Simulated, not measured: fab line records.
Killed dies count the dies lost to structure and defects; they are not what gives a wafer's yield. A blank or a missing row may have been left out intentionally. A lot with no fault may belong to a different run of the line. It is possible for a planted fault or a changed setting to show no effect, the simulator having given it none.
Tool commonality check | flow berkeley_cmos170 | 39 wafers sampled across 13 lots

== REASON IT WAS OPENED ==
UCB170_SDANNEAL_RS_MEAS_03, reading NSD_RS: flagged on 2 of 13 lots. Wafers without a fault read 37.28 ohm/sq, standard deviation 0.1.
Rule: flag the lot when none of its wafers has a number, or when each of its wafers that has one lies beyond 4 standard deviations from that mean. The rest of the lots are taken to be sound.

lot  | measured     | on            | NSD_RS (ohm/sq), wafer by wafer | flag
L793 | day 7 04:43  | film_metro-02 | 37.51 37.57 37.55               |
L792 | day 7 05:33  | film_metro-01 | 37.37 37.25 37.24               |
L794 | day 7 05:55  | film_metro-04 | 37.24 37.24 37.30               |
L796 | day 7 16:31  | film_metro-04 | 37.20 37.28 37.28               |
L795 | day 7 17:04  | film_metro-02 | 37.14 37.11 37.18               |
L797 | day 7 17:16  | film_metro-01 | 37.39 37.40 37.43               |
L798 | day 8 08:04  | film_metro-02 | 37.22 37.23 37.17               |
L799 | day 8 11:04  | film_metro-02 | 37.46 37.21 37.35               |
L800 | day 9 02:31  | film_metro-04 | 37.33 37.33 37.20               |
L806 | day 10 06:39 | film_metro-02 | 35.89 35.88 35.95               | FLAGGED
L809 | day 10 10:28 | film_metro-02 | 35.95 35.99 36.00               | FLAGGED
L813 | day 11 16:56 | film_metro-02 | 37.30 37.22 37.25               |
L815 | day 12 01:39 | film_metro-04 | 37.22 37.17 37.18               |
Average over the flagged lots: 35.94 ohm/sq; offset from the usual -1.34 ohm/sq, equal to -13 standard deviations.

== LOT BY LOT: THE TOOL USED ==
The record holds 3 process steps before the reading, out of a route of 331 steps. Every cell lists first the tool, next ch and the chambers used by the sampled wafers, and last the start.
lot  | flag    | UCB170_NSD_IMPLANT_08           | UCB170_NSD_STRIP_09                  | UCB170_SDANNEAL_RTA_00
L793 |         | implanter-01 ch 0, day 7 03:04  | plasma_asher-04 ch 0,1, day 7 03:13  | rtp_anneal-02 ch 0, day 7 04:28
L792 |         | implanter-01 ch 0, day 7 03:37  | plasma_asher-02 ch 0,1, day 7 03:44  | rtp_anneal-02 ch 0, day 7 05:17
L794 |         | implanter-03 ch 0, day 7 03:57  | plasma_asher-04 ch 0,1, day 7 04:05  | rtp_anneal-02 ch 0, day 7 05:40
L796 |         | implanter-04 ch 0, day 7 15:04  | plasma_asher-04 ch 1, day 7 15:13    | rtp_anneal-02 ch 0, day 7 16:16
L795 |         | implanter-01 ch 0, day 7 15:17  | plasma_asher-01 ch 0,1, day 7 15:25  | rtp_anneal-01 ch 0, day 7 16:49
L797 |         | implanter-03 ch 0, day 7 15:32  | plasma_asher-04 ch 0,1, day 7 15:40  | rtp_anneal-02 ch 0, day 7 17:00
L798 |         | implanter-03 ch 0, day 8 06:01  | plasma_asher-01 ch 0,1, day 8 06:08  | rtp_anneal-01 ch 0, day 8 07:47
L799 |         | implanter-04 ch 0, day 8 09:36  | plasma_asher-04 ch 0,1, day 8 09:44  | rtp_anneal-01 ch 0, day 8 10:48
L800 |         | implanter-04 ch 0, day 9 00:57  | plasma_asher-01 ch 0,1, day 9 01:04  | rtp_anneal-01 ch 0, day 9 02:14
L806 | FLAGGED | implanter-03 ch 0, day 10 04:33 | plasma_asher-04 ch 0,1, day 10 04:42 | rtp_anneal-02 ch 0, day 10 06:25
L809 | FLAGGED | implanter-03 ch 0, day 10 08:46 | plasma_asher-02 ch 0,1, day 10 08:55 | rtp_anneal-01 ch 0, day 10 10:13
L813 |         | implanter-04 ch 0, day 11 15:25 | plasma_asher-04 ch 0,1, day 11 15:32 | rtp_anneal-01 ch 0, day 11 16:41
L815 |         | implanter-01 ch 0, day 12 00:08 | plasma_asher-02 ch 0,1, day 12 00:15 | rtp_anneal-02 ch 0, day 12 01:23
What is done by these steps:
- UCB170_NSD_IMPLANT_08
- UCB170_NSD_STRIP_09: strips in O2.
- UCB170_SDANNEAL_RTA_00: time 10 s.
- UCB170_SDANNEAL_RS_MEAS_03: measures by four-point-probe.

== FLAGGED OVER TOTAL, TOOL BY TOOL (the gauges that took the reading come last) ==
step                       | tool            | lots run | flagged | share of the flagged lots | sound lots run after its first flagged lot
UCB170_NSD_IMPLANT_08      | implanter-01    | 4        | 0       | none                      | -
UCB170_NSD_IMPLANT_08      | implanter-03    | 5        | 2       | all                       | 0
UCB170_NSD_IMPLANT_08      | implanter-04    | 4        | 0       | none                      | -
UCB170_NSD_STRIP_09        | plasma_asher-01 | 3        | 0       | none                      | -
UCB170_NSD_STRIP_09        | plasma_asher-02 | 3        | 1       | some                      | 1 (L815)
UCB170_NSD_STRIP_09        | plasma_asher-04 | 7        | 1       | some                      | 1 (L813)
UCB170_SDANNEAL_RTA_00     | rtp_anneal-01   | 6        | 1       | some                      | 1 (L813)
UCB170_SDANNEAL_RTA_00     | rtp_anneal-02   | 7        | 1       | some                      | 1 (L815)
UCB170_SDANNEAL_RS_MEAS_03 | film_metro-01   | 2        | 0       | none                      | -
UCB170_SDANNEAL_RS_MEAS_03 | film_metro-02   | 7        | 2       | all                       | 1 (L813)
UCB170_SDANNEAL_RS_MEAS_03 | film_metro-04   | 4        | 0       | none                      | -

== WHAT THE TABLE ALLOWS ==
Every flagged lot went through 2 rows of the table: implanter-03 at UCB170_NSD_IMPLANT_08 and film_metro-02 at UCB170_SDANNEAL_RS_MEAS_03.
- implanter-03 at UCB170_NSD_IMPLANT_08 ran 5 lots, 2 of them flagged. It ran its last sound lot, L798, at day 8 06:01 and its first flagged lot, L806, at day 10 04:33: a fault with its onset between the two fits. Its own readings (dose_ions_cm2) fall more than 4 standard deviations out on all wafers of the flagged lots.
- film_metro-02 at UCB170_SDANNEAL_RS_MEAS_03 ran 7 lots, 2 of them flagged. Sound lots ran on it after the first flagged one (L813), which a lasting fault on the whole tool wouldn't allow.
Just one tool remains: implanter-03 at UCB170_NSD_IMPLANT_08.

== WHAT WAS PUT IN BY THE SIMULATOR ==
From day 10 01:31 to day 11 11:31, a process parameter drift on implanter-03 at UCB170_NSD_IMPLANT_08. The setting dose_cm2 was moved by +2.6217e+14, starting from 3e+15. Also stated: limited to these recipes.
Lots struck among those shown: L806, L809. Same finding as the rule above.
